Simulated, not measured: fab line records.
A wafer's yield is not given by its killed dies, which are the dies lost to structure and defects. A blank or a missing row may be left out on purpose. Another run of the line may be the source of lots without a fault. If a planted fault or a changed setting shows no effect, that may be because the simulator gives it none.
Which tool did it? -- flow ritCmos -- 42 wafers from 14 lots sampled at 2 of the route's 202 steps

WHAT THE GAUGES READ, wafer by wafer
The record lacks any reading of a measuring or inspecting step that a usual standard deviation could be used to judge.

WHAT TOOL EACH LOT RAN ON (gives the tool, then ch and the chambers of the sampled wafers, and finally the start)
lot,RIT_PRETRO_STRIP_09,RIT_M1_PROBE_99
L371,"plasmaAsher-01 ch 0,1, day 2 10:04",-
L372,"plasmaAsher-02 ch 0,1, day 2 16:17",-
L375,"plasmaAsher-02 ch 0,1, day 3 05:46",-
L377,"plasmaAsher-02 ch 0,1, day 3 16:04",-
L378,"plasmaAsher-03 ch 0,1, day 3 18:51",-
L379,"plasmaAsher-01 ch 0,1, day 4 01:02",-
L380,"plasmaAsher-03 ch 0,1, day 4 06:07",-
L381,"plasmaAsher-03 ch 0,1, day 4 11:03","prober-02, day 5 15:17"
L382,"plasmaAsher-01 ch 0,1, day 4 15:23",-
L383,"plasmaAsher-02 ch 0,1, day 4 20:34",-
L386,"plasmaAsher-03 ch 0,1, day 5 10:35","prober-01, day 6 13:50"
L387,"plasmaAsher-02 ch 0,1, day 5 17:12",-
L389,"plasmaAsher-03 ch 0,1, day 6 03:57","prober-02, day 7 08:28"
L394,"plasmaAsher-01 ch 0,1, day 7 03:34",-
- RIT_PRETRO_STRIP_09: strips in O2, time 180 s.
- RIT_M1_PROBE_99

AS READ BY THE TOOLS THEMSELVES (means over the sampled wafers that have a number; for cases with no such wafer, the mark the record gives instead)
RIT_PRETRO_STRIP_09.
lot,tool,drypumpMotorCurrentA (A)
L371,plasmaAsher-01,5.4
L372,plasmaAsher-02,6.0
L375,plasmaAsher-02,6.2
L377,plasmaAsher-02,6.1
L378,plasmaAsher-03,5.8
L379,plasmaAsher-01,5.4
L380,plasmaAsher-03,5.9
L381,plasmaAsher-03,5.8
L382,plasmaAsher-01,5.5
L383,plasmaAsher-02,6.1
L386,plasmaAsher-03,5.9
L387,plasmaAsher-02,6.0
L389,plasmaAsher-03,5.8
L394,plasmaAsher-01,5.8

RIT_M1_PROBE_99.
lot,tool,killedAtContacts,killedAtFrontEnd,killedDies,killedOnRim,killedOpen,killedShort
L381,prober-02,0.0,7,7,1.3,4.0,3.3
L386,prober-01,0.0,20,20,5.7,4.7,3.0
L389,prober-02,0.0,28,28,8.0,2.0,2.3

THE ANSWER, worked out from the rows above alone
Rule: the lots themselves supply what counts as usual. Put in order of their means at a reading, lots are off if they are a third of the lots or fewer, leave a main group of 4 or more, and stand apart from it by a gap of 3 or more times the standard deviation of the main group's means; of several such gaps the widest counts. Not used: any main group whose means are identical at the precision the tables above print for the reading. Also off: a lot with no number at a reading for which 4 or more lots have one. Any other lot the step has rows for is counted as sound. Order of review: gauges by route order, followed by the tools' own readings, for which a lot's mean as printed above is used. At the first step where some lot is off, the reading lying furthest off is the one used; lots without a number count as furthest.
Across all readings shown, no lot is off: no conclusion can be drawn from this.

WHAT THE SIMULATOR PUT IN
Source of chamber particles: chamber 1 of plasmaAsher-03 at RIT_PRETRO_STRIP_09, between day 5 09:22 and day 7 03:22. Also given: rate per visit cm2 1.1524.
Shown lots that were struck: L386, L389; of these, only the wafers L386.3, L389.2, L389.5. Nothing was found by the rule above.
